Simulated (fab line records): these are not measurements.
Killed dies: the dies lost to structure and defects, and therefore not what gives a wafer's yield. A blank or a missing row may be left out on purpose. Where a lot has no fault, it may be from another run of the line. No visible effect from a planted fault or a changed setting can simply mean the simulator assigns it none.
Struck lot and sound lot, side by side    flow rit_cmos    14 out of 202 route steps
Sound: these wafers, L556.1, L556.4, L556.6. Struck: wafers L563.1, L563.3, L563.4. At the end, the cause is stated.
Per side, at each step with rows, come the tool, then ch with its chambers, and then its first start. Under that, the readings that differ: sound wafers    struck wafers    difference of the means    sigmas: that difference in standard deviations of wafers without a fault.
alike: readings whose means differ by less than 2 such deviations, and words and numbers that are the same on both sides. not compared: withheld readings, readings that some wafer has no value for, bounds like >300 that may hide the same value, and numbers for which the record gives no deviation and whose values overlap.
The two part at a step that has a row with sigmas, a row that says differs or no value, or rows on one side only. Numbers that don't overlap but have no deviation are shown without sigmas and don't part them. A reading that every wafer of one side lacks parts them only if that side has two wafers or more.

RIT_FOX1_THK_MEAS_01:
  sound on film_metro-02, day 2 05:49; struck on film_metro-01, day 3 14:49
reading              sound        struck       difference  sigmas
FOX1_OXIDE_THK (nm)  350 353 352  338 335 336  -15         -3
then, 2 steps without rows for these wafers: RIT_FOX1_WET_ETCH_02 (etches SiO2 in BOE, target depth 350 nm, time 390 s); RIT_FOX2_OXIDATION_00 (target thk 350.7 nm, ox time 1130 s).
RIT_FOX2_THK_MEAS_01:
  sound on film_metro-01, day 2 08:10; struck on film_metro-03, day 3 16:23
  alike: FOX2_OXIDE_THK
then, 2 steps without rows for these wafers: RIT_FOX2_CLEAN_02 (cleans in dHF, time 180 s); RIT_FOX2_WET_ETCH_03 (etches Si3N4 in H3PO4, target depth 195 nm, time 2700 s).
RIT_FOX2_THK_MEAS_90:
  sound on film_metro-02, day 2 09:02; struck on film_metro-01, day 3 17:16
  alike: FIELD_OXIDE_LEFT_1_THK
then, 5 steps without rows for these wafers: RIT_NWELL_HMDS_00 (prime time 60 s); RIT_NWELL_COAT_01 (resist thk 1300 nm); RIT_NWELL_SOFTBAKE_02 (time 60 s); RIT_NWELL_EXPOSE_03 (exposes mask M2, target cd 43900 nm); RIT_NWELL_PEB_04.
RIT_NWELL_DEVELOP_05: develop time 68 s.
  sound on litho_track-04 ch 0, day 2 09:00; struck on litho_track-01, day 3 18:00
  no value came back on the struck wafers for chill_plate_temp_C (C), develop_time_s (s); on the sound wafers chill_plate_temp_C (C) reads 22.97 23.00 23.07
RIT_NWELL_OVL_MEAS_06:
  sound on overlay-02, day 2 09:58; struck on overlay-01, day 3 18:24
reading         sound          struck  difference                     sigmas
NWELL_OVL (nm)  -0.4 0.7 -0.1  - - -   no value on the struck wafers  

WHERE THEY PART
First at RIT_FOX1_THK_MEAS_01; last, within this record, at RIT_NWELL_OVL_MEAS_06.

WHY: whatever the simulator had introduced
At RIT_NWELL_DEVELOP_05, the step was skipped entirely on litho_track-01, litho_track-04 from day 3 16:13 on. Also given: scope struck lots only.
